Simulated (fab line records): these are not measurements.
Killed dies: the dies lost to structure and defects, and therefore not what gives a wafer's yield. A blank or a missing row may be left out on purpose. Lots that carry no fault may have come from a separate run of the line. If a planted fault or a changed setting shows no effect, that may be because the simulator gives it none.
fab line records	flow rit_cmos
record: lots: 6	wafers: 18	last_day: 7
route steps=202 shown FOX2@24 NWELL@28 M1@202
lots that met no fault: from a run of the same line without faults
start_h: hours from the record's opening day to when the first of the lot's shown wafers began	wait_h: hours from the lot's prior step to this one	" the same as in the row above	L1.1+2: one row covering several wafers at once	- value missing, or start not given	* or withheld: withheld	< > ~ a bound
route shown NAME@n: names a module that has steps shown in the file, with the first one's number in the route	usual: mean and standard deviation over wafers with no fault	same: alike in all rows	chamber/n: place in a boat	sites: each site's reading	_std_site: the standard deviation of these	_edge_site: outer sites' mean less inner sites'	radius_mm: for every site, how far away it sits from the centre of the wafer	mask NAME#n: copy n	behind: tool/chamber where the wafer was last shaped	hold: why the lot was held/for how many hours/how that ended	device: names the non-switching transistor (n, p or np)	end of line: at the end of the route, the tests of the same wafers	a step without rows: its recipe alone	killed: the dies lost at the first sort to structure and to defects; this is not the yield of the wafer	map: a wafer's dies, marking killed ones x, the rest . and places with no die _
set.NAME: setting as actually run; set.NAME@STEP: the setting as run at that earlier step	model.NAME: the simulator's own value behind a step, which no gauge read
certain route steps with their lots: each step a table, each wafer a row
services: when a tool's chamber went out of use (start_h, in hours from the record's first day, below 0 if earlier), for how many hours, and the reason
== steps ==
step: RIT_FOX2_THK_MEAS_01
recipe: reads: SiO2_of_FOX2_OXIDATION_00
usual: FOX2_OXIDE_THK: 352/6.4
lot.wafer	tool	chamber	start_h	wait_h	FOX2_OXIDE_THK[nm]
L802.1	film_metro-01	-	18.36	0.0	350
L802.3	"	-	"	"	344
L802.6	"	-	"	"	345
L807.1	film_metro-02	-	43.37	0.0	346
L807.2	"	-	"	"	346
L807.5	"	-	"	"	343
L816.3	film_metro-01	-	88.59	0.0	350
L816.4	"	-	"	"	352
L816.6	"	-	"	"	349
L817.3	film_metro-01	-	94.87	0.0	355
L817.4	"	-	"	"	350
L817.6	"	-	"	"	350
L821.3	film_metro-02	-	115.85	0.0	354
L821.4	"	-	"	"	357
L821.5	"	-	"	"	367
L825.1	film_metro-01	-	135.65	0.0	349
L825.5	"	-	"	"	346
L825.6	"	-	"	"	349
step: RIT_FOX2_CLEAN_02
recipe: chemistry: dHF	dilution: 50:1	time_s: 180
step: RIT_FOX2_WET_ETCH_03
recipe: chemistry: H3PO4	target: Si3N4	target_depth_nm: 195	temp_c: 165	time_s: 2700
step: RIT_FOX2_THK_MEAS_90
recipe: reads: SiO2_of_FOX2_OXIDATION_00
usual: FIELD_OXIDE_LEFT_1_THK: 325/6.4
lot.wafer	tool	chamber	start_h	wait_h	FIELD_OXIDE_LEFT_1_THK[nm]
L802.1	film_metro-04	-	19.31	0.0	323
L802.3	"	-	"	"	317
L802.6	"	-	"	"	318
L807.1	film_metro-01	-	44.24	0.0	319
L807.2	"	-	"	"	318
L807.5	"	-	"	"	316
L816.3	film_metro-04	-	89.46	0.0	323
L816.4	"	-	"	"	325
L816.6	"	-	"	"	322
L817.3	film_metro-04	-	96.50	0.0	328
L817.4	"	-	"	"	323
L817.6	"	-	"	"	322
L821.3	film_metro-04	-	116.78	0.0	326
L821.4	"	-	"	"	330
L821.5	"	-	"	"	339
L825.1	film_metro-01	-	136.68	0.0	321
L825.5	"	-	"	"	318
L825.6	"	-	"	"	321
step: RIT_NWELL_HMDS_00
recipe: prime_time_s: 60	prime_temp_c: 140
step: RIT_NWELL_COAT_01
recipe: resist: NOVOLAK	spin_rpm: 2000	resist_thk_nm: 1300
step: RIT_NWELL_SOFTBAKE_02
recipe: resist: NOVOLAK	temp_c: 90	time_s: 60
step: RIT_NWELL_EXPOSE_03
recipe: mask_id: M2	na: 0.57	target_cd_nm: 43900	dose_mj: 250
step: RIT_NWELL_PEB_04
recipe: resist: NOVOLAK	temp_c: withheld	time_s: withheld
step: RIT_NWELL_DEVELOP_05
recipe: resist: NOVOLAK	develop_time_s: 68	dev_temp_c: 24.16
step: RIT_NWELL_OVL_MEAS_06
usual: NWELL_OVL: 1.8/1.3
lot.wafer	tool	chamber	start_h	wait_h	NWELL_OVL[nm]
L802.1	overlay-01	-	20.25	-	1.9
L802.3	"	-	"	"	2.1
L802.6	"	-	"	"	2.6
L807.1	overlay-01	-	45.31	-	-0.1
L807.2	"	-	"	"	0.3
L807.5	"	-	"	"	1.2
L816.3	overlay-02	-	90.52	-	2.4
L816.4	"	-	"	"	0.9
L816.6	"	-	"	"	1.5
L817.3	overlay-01	-	97.46	-	-1.0
L817.4	"	-	"	"	0.2
L817.6	"	-	"	"	0.0
L821.3	overlay-01	-	117.84	-	1.3
L821.4	"	-	"	"	-0.1
L821.5	"	-	"	"	0.1
L825.1	overlay-02	-	137.62	-	3.1
L825.5	"	-	"	"	2.7
L825.6	"	-	"	"	2.5
step: RIT_NWELL_HARDBAKE_07
recipe: resist: NOVOLAK	temp_c: 140	time_s: 120
step: RIT_NWELL_IMPLANT_08
recipe: species: P	energy_kev: 170	dose_cm2: 5e+13	tilt_deg: 7
usual: beam_energy_keV: 169.99/0.056
lot.wafer	tool	chamber	start_h	wait_h	beam_energy_keV	model.implant.rp_nm	model.implant.drp_nm
L802.1	implanter-02	0	20.53	0.2	169.97	212.6	68.82
L802.3	"	0	"	"	170.02	212.6	68.82
L802.6	"	0	"	"	170.02	212.6	68.82
L807.1	implanter-03	0	45.59	0.2	170.01	211.2	68.82
L807.2	"	0	"	"	169.98	211.2	68.82
L807.5	"	0	"	"	170.07	211.2	68.82
L816.3	implanter-03	0	90.84	0.2	162.75	199.3	66.65
L816.4	"	0	"	"	162.70	199.3	66.65
L816.6	"	0	"	"	162.72	199.3	66.65
L817.3	implanter-03	0	97.79	0.2	162.75	201	66.65
L817.4	"	0	"	"	162.69	201	66.65
L817.6	"	0	"	"	162.73	201	66.65
L821.3	implanter-04	0	118.16	0.2	169.95	217.3	68.82
L821.4	"	0	"	"	169.96	217.3	68.82
L821.5	"	0	"	"	169.89	217.3	68.82
L825.1	implanter-04	0	137.91	0.2	169.99	211.4	68.82
L825.5	"	0	"	"	170.00	211.4	68.82
L825.6	"	0	"	"	170.08	211.4	68.82
step: RIT_NWELL_STRIP_09
recipe: chemistry: O2	time_s: 180	resist: NOVOLAK	platen_temp_c: withheld	power_w: 500	pressure_mtorr: 4000	o2_flow_sccm: 4000
usual: drypump_motor_current_A: 5.45/0.29	o2_flow_sccm: 4001/12	rf_refl_power_W: 6.4/0.63
lot.wafer	tool	chamber	start_h	wait_h	drypump_motor_current_A	o2_flow_sccm	rf_hours_counter_h	rf_refl_power_W
L802.1	plasma_asher-01	0	20.68	0.1	5.37	4026	38	7.4
L802.3	"	0	"	"	5.36	4032	-	7.2
L802.6	"	1	"	"	5.27	4015	-	5.7
L807.1	plasma_asher-01	1	45.74	0.1	5.25	3993	41	5.6
L807.2	"	0	"	"	5.37	3997	41	7.2
L807.5	"	1	"	"	5.26	4030	-	5.7
L816.3	plasma_asher-01	1	91.00	0.1	5.27	3996	-	5.7
L816.4	"	0	"	"	5.36	3993	-	7.1
L816.6	"	0	"	"	5.36	4009	-	7.0
L817.3	plasma_asher-03	0	97.95	0.1	5.95	3959	-	6.0
L817.4	"	1	"	"	5.39	3980	-	6.7
L817.6	"	0	"	"	5.96	3982	-	5.9
L821.3	plasma_asher-01	1	118.32	0.1	5.28	3996	-	5.8
L821.4	"	0	"	"	5.37	4000	-	7.1
L821.5	"	1	"	"	5.27	3994	-	5.7
L825.1	plasma_asher-02	0	138.06	0.1	4.99	3988	52	6.7
L825.5	"	1	"	"	5.64	4005	-	6.3
L825.6	"	0	"	"	4.98	3990	-	7.0
step: RIT_M1_PROBE_99
usual: killed_at_contacts: 0.1/0.25	killed_at_front_end: 7/3.1	killed_dies: 7/3.1	killed_on_rim: 1.9/1.4	killed_open: 3.6/2	killed_short: 3.5/2
same: gross_dies: 264	killed_at_M0_to_M3: 0	killed_at_M4_up: 0	killed_at_back_side: 0	killed_at_other: 0
lot.wafer	tool	chamber	start_h	wait_h	killed_at_contacts	killed_at_front_end	killed_dies	killed_on_rim	killed_open	killed_short	model.etest.field_p.vt_v
L802.1	prober-02	-	56.35	0.1	0	3	3	0	2	1	-12.61
L802.3	prober-02	-	56.45	0.2	0	7	7	1	3	4	-12.61
L802.6	prober-02	-	56.60	0.2	0	4	4	1	1	3	-12.66
L807.1	prober-01	-	83.44	0.1	0	10	10	2	6	4	-12.64
L807.2	prober-01	-	83.49	0.1	0	11	11	4	8	3	-12.68
L807.5	prober-01	-	83.64	0.2	0	7	7	1	4	3	-12.62
L816.3	prober-02	-	128.95	0.2	0	4	4	0	2	2	-11.98
L816.4	prober-02	-	129.00	0.2	0	12	12	4	6	6	-11.96
L816.6	prober-02	-	129.10	0.2	0	4	4	2	2	2	-11.87
L817.3	prober-01	-	135.12	0.2	0	5	5	0	2	3	-12.16
L817.4	prober-01	-	135.17	0.2	0	1	1	0	0	1	-12.02
L817.6	prober-01	-	135.27	0.2	0	4	4	1	3	1	-12.01
L821.3	prober-01	-	157.71	0.2	0	9	9	2	6	3	-13.03
L821.4	prober-01	-	157.76	0.2	0	5	5	3	2	3	-12.98
L821.5	prober-01	-	157.81	0.2	0	7	7	3	2	5	-13.12
L825.1	prober-01	-	174.33	0.1	0	5	5	2	3	2	-12.64
L825.5	prober-01	-	174.53	0.2	0	4	4	0	1	3	-12.67
L825.6	prober-01	-	174.58	0.2	1	12	13	3	9	4	-12.6
killed by level:class
L802.1 GATE:geometric_particle:open=1 REOX:geometric_particle:short=1 REOX:geometric_particle:open=1
L802.3 REOX:geometric_particle:short=2 FOX1:geometric_particle:open=1 GATE:geometric_particle:short=1 REOX:geometric_particle:open=1 SPACER:geometric_particle:open=1 SPACER:geometric_particle:short=1
L802.6 SPACER:geometric_particle:short=2 FOX1:geometric_particle:short=1 GATE:geometric_particle:open=1
L807.1 FOX1:geometric_particle:short=2 GATE:geometric_particle:open=2 FOX1:geometric_particle:open=1 FOX2:geometric_particle:open=1 GATE:geometric_particle:short=1 REOX:geometric_particle:open=1 REOX:geometric_particle:short=1 SILICIDE:geometric_particle:open=1
L807.2 REOX:geometric_particle:open=3 GATE:geometric_particle:open=2 FOX1:geometric_particle:open=1 FOX2:geometric_particle:open=1 REOX:geometric_particle:short=1 SPACER:geometric_particle:short=1 SILICIDE:geometric_particle:short=1 SILICIDE:geometric_particle:open=1
L807.5 GATE:geometric_particle:short=2 REOX:geometric_particle:open=2 FOX1:geometric_particle:open=1 SPACER:geometric_particle:short=1 SILICIDE:geometric_particle:open=1
L816.3 FOX1:geometric_particle:short=1 FOX2:geometric_particle:open=1 GATE:geometric_particle:open=1 SPACER:geometric_particle:short=1
L816.4 SPACER:geometric_particle:open=5 GATE:geometric_particle:short=4 SPACER:geometric_particle:short=2 REOX:geometric_particle:open=1
L816.6 REOX:geometric_particle:open=2 GATE:geometric_particle:short=1 SPACER:geometric_particle:short=1
L817.3 GATE:geometric_particle:open=2 REOX:geometric_particle:short=2 SPACER:geometric_particle:short=1
L817.4 GATE:geometric_particle:short=1
L817.6 GATE:geometric_particle:open=3 SILICIDE:geometric_particle:short=1
L821.3 GATE:geometric_particle:open=4 FOX1:geometric_particle:open=1 FOX2:geometric_particle:short=1 GATE:geometric_particle:short=1 SPACER:geometric_particle:short=1 SPACER:geometric_particle:open=1
L821.4 SPACER:geometric_particle:open=2 FOX1:geometric_particle:short=1 GATE:geometric_particle:short=1 SPACER:geometric_particle:short=1
L821.5 SPACER:geometric_particle:short=2 GATE:geometric_particle:short=2 REOX:geometric_particle:short=1 REOX:geometric_particle:open=1 SPACER:geometric_particle:open=1
L825.1 FOX1:geometric_particle:short=2 GATE:geometric_particle:open=1 SPACER:geometric_particle:open=1 SILICIDE:geometric_particle:open=1
L825.5 GATE:geometric_particle:short=3 SPACER:geometric_particle:open=1
L825.6 GATE:geometric_particle:open=6 FOX1:geometric_particle:open=1 FOX2:geometric_particle:open=1 FOX2:geometric_particle:short=1 GATE:geometric_particle:short=1 SPACER:geometric_particle:short=1 SILICIDE:geometric_particle:short=1 CONTACT:geometric_particle:open=1
== services ==
tool	chamber	start_h	hours	kind
plasma_asher-02	-	4.08	1.6	repair
implanter-02	-	24.46	19.6	repair
implanter-02	-	44.18	7.1	repair
implanter-03	-	72.95	3.6	repair
implanter-04	-	77.54	1.0	repair
plasma_asher-01	-	77.77	2.8	pm
implanter-04	-	81.70	2.8	repair
implanter-02	-	89.40	6.8	repair
implanter-02	-	94.09	1.1	repair
plasma_asher-02	-	105.46	2.7	repair
plasma_asher-01	-	108.75	9.0	pm
plasma_asher-01	0	108.75	9.0	vent_cycle
plasma_asher-01	1	108.75	9.0	vent_cycle
plasma_asher-01	0	117.75	-	clean
plasma_asher-01	1	117.75	-	clean
implanter-02	-	134.38	5.2	pm
implanter-03	-	135.18	6.8	repair
== key ==
first_sign: step: RIT_NWELL_IMPLANT_08	reading: beam_energy_keV	direction: down	sigmas: 99+	usual: 169.99	struck: 162.72
effect none on later readings
model_effect: step: RIT_NWELL_IMPLANT_08	value: implant.rp_nm	without: 209.4	struck: 200.2
model_effect: step: RIT_M1_PROBE_99	value: etest.field_p.vt_v	without: -12.5	struck: -12
met_at RIT_NWELL_IMPLANT_08
struck_wafers L816.3,L816.4,L816.6,L817.3,L817.4,L817.6
tester_left_out L816,L817
onset_between 45.59 90.84
fault: kind: process_parameter_drift	tool: implanter-03	chamber: -	onset_h: 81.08	steps: RIT_NWELL_IMPLANT_08	channel: energy_kev	offset: -7.2712	shape: step	end_h: 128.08	acts_in: these_recipes_only	stated: 170
tester_left_out: of these lots the tester's yield and bins aren't shown, on N5 and GAA mostly nor the transistor test; their killed dies are dies lost to structure and defects alone, not to doping, threshold or leakage, so they don't give the yield
